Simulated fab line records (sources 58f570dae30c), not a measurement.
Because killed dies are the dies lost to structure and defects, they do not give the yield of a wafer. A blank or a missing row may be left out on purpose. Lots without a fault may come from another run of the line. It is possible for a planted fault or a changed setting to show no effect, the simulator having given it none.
A struck lot beside a sound one | flow berkeley cmos170 | 44 out of 331 route steps
Sound: these wafers, L410.1, L410.3, L410.6. Wafers struck: L408.2, L408.3, L408.6. The cause is given at the end.
Order at every step that has rows: each side's tool, ch and its chambers, its first start. Under that, the readings that differ: sound wafers | struck wafers | difference of the means | sigmas: that difference in standard deviations of wafers without a fault.
alike: readings with means less than 2 such deviations apart, plus words and numbers identical on both sides. not compared: withheld readings, readings lacking a value on some wafer, bounds such as >300 that could conceal the same value, and numbers that have no deviation in the record and whose values overlap.
Wherever a step has rows on one side only, a row that says differs or no value, or a row with sigmas, the two part there. Numbers that have no deviation but don't overlap get no sigmas and don't part them. A reading that every wafer of one side lacks parts them only if that side has two wafers or more.

first, 1 step without rows for these wafers: UCB170_PLDD_IMPLANT_09.
UCB170_PLDD_STRIP_10: strips in O2.
  sound on plasma asher-01 ch 1, day 8 10:49; struck on plasma asher-04 ch 0,1, day 8 11:00
  alike: drypump motor current A, oes product au, strip time to endpoint s
  not compared: rf hours counter h
UCB170_PLDD_TW_MEAS_11:
  sound: film metro-04 at day 8 10:57; struck: film metro-04 at day 8 11:07
  alike: PLDD_TW
then, 7 steps without rows for these wafers: UCB170_PLDD_CLEAN_12 (cleans in SPM, time 600 s); UCB170_NLDD_HMDS_00 (prime time 60 s); UCB170_NLDD_COAT_01 (resist thk 900 nm); UCB170_NLDD_SOFTBAKE_02 (time 60 s); UCB170_NLDD_EXPOSE_03 (exposes mask NSELECT, target cd 1200 nm); UCB170_NLDD_PEB_04; UCB170_NLDD_DEVELOP_05 (develop time 45 s).
UCB170_NLDD_CD_MEAS_06: target cd 1200 nm.
  sound: cd sem-02 at day 8 12:18; struck: cd sem-01 at day 8 12:43
  alike: cd nm
UCB170_NLDD_OVL_MEAS_07:
  sound: overlay-02 at day 8 12:25; struck: overlay-01 at day 8 12:49
  alike: NLDD_OVL
UCB170_NLDD_IMPLANT_08:
  sound on implanter-02 ch 0, day 8 12:28; struck on implanter-04 ch 0, day 8 13:11
  alike: rotation deg
following that, these wafers have no rows for 1 step: UCB170_NLDD_IMPLANT_09.
UCB170_NLDD_STRIP_10: strips in O2.
  sound on plasma asher-04 ch 0,1, day 8 12:46; struck on plasma asher-01 ch 0,1, day 8 13:28
  alike: drypump motor current A, oes product au, strip time to endpoint s
  not compared: rf hours counter h
UCB170_NLDD_TW_MEAS_11:
  sound: film metro-02 at day 8 12:52; struck: film metro-02 at day 8 13:55
  reading | sound          | struck         | difference | sigmas
  NLDD_TW | 2186 2172 2172 | 2406 2427 2421 | +241       | +13
then, 1 step without rows for these wafers: UCB170_NLDD_CLEAN_12 (cleans in SPM, time 600 s).
UCB170_SPACER_CVD_00: deposits SiO2 from TEOS/O2, target thk 376 nm, time 47 s.
  sound on pecvd-01 ch 0,2, day 8 13:10; struck on pecvd-02 ch 0,1,2, day 8 15:32
  alike: heater power w, pressure mtorr
UCB170_SPACER_THK_MEAS_01:
  sound: film metro-04 at day 8 13:13; struck: film metro-03 at day 8 15:35
  alike: SPACER_TEOS_THK
then, 1 step without rows for these wafers: UCB170_SPACER_ANNEAL_02 (time 1800 s).
UCB170_SPACER_ETCHBACK_03: etches SiO2 in CHF3/CF4/Ar, stops on Si, target depth 376 nm, time 100 s.
  sound on rie diel-01 ch 0,3, day 8 16:51; struck on rie diel-02 ch 2,3, day 8 17:11
  alike: cf4 flow sccm, drypump motor current A, oes product au, throttle valve pct
  not compared: rf hours counter h
then, 6 steps without rows for these wafers: UCB170_PSD_HMDS_00 (prime time 60 s); UCB170_PSD_COAT_01 (resist thk 900 nm); UCB170_PSD_SOFTBAKE_02 (time 60 s); UCB170_PSD_EXPOSE_03 (exposes mask PSELECT MOD, target cd 1200 nm); UCB170_PSD_PEB_04; UCB170_PSD_DEVELOP_05 (develop time 45 s).
UCB170_PSD_CD_MEAS_06: target cd 1200 nm.
  sound: cd sem-01 at day 8 19:56; struck: cd sem-02 at day 8 20:02
  alike: cd nm
UCB170_PSD_OVL_MEAS_07:
  sound: overlay-01 at day 8 20:04; struck: overlay-02 at day 8 20:08
  alike: PSD_OVL
following that, these wafers have no rows for 1 step: UCB170_PSD_IMPLANT_08.
UCB170_PSD_STRIP_09: strips in O2.
  sound on plasma asher-03 ch 0,1, day 8 20:15; struck on plasma asher-01 ch 0, day 8 20:21
  alike: drypump motor current A, oes product au, strip time to endpoint s
  not compared: rf hours counter h
UCB170_PSD_TW_MEAS_10:
  sound: film metro-04 at day 8 20:21; struck: film metro-01 at day 8 20:28
  alike: PSD_TW
then, 7 steps without rows for these wafers: UCB170_PSD_CLEAN_11 (cleans in SPM, time 600 s); UCB170_NSD_HMDS_00 (prime time 60 s); UCB170_NSD_COAT_01 (resist thk 900 nm); UCB170_NSD_SOFTBAKE_02 (time 60 s); UCB170_NSD_EXPOSE_03 (exposes mask NSELECT MOD, target cd 1200 nm); UCB170_NSD_PEB_04; UCB170_NSD_DEVELOP_05 (develop time 45 s).
UCB170_NSD_CD_MEAS_06: target cd 1200 nm.
  sound: cd sem-02 at day 8 22:10; struck: cd sem-01 at day 8 21:55
  alike: cd nm
UCB170_NSD_OVL_MEAS_07:
  sound: overlay-01 at day 8 22:17; struck: overlay-02 at day 8 22:01
  alike: NSD_OVL
following that, these wafers have no rows for 1 step: UCB170_NSD_IMPLANT_08.
UCB170_SDANNEAL_RS_MEAS_05: the measuring method here is four-point-probe.
  sound: film metro-01 at day 9 01:39; struck: film metro-02 at day 9 01:43
  reading          | sound             | struck            | difference | sigmas
  NLDD_RS (ohm/sq) | 616.8 616.6 617.0 | 463.8 463.1 463.0 | -153.5     | -90
UCB170_M3_PROBE_99:
  sound wafers here have rows in the record (prober-01, day 10 01:16); struck ones have none

WHERE THEY PART
Last at UCB170_M3_PROBE_99 as far as this record goes, first at UCB170_NLDD_TW_MEAS_11.

WHY: what had been put in by the simulator
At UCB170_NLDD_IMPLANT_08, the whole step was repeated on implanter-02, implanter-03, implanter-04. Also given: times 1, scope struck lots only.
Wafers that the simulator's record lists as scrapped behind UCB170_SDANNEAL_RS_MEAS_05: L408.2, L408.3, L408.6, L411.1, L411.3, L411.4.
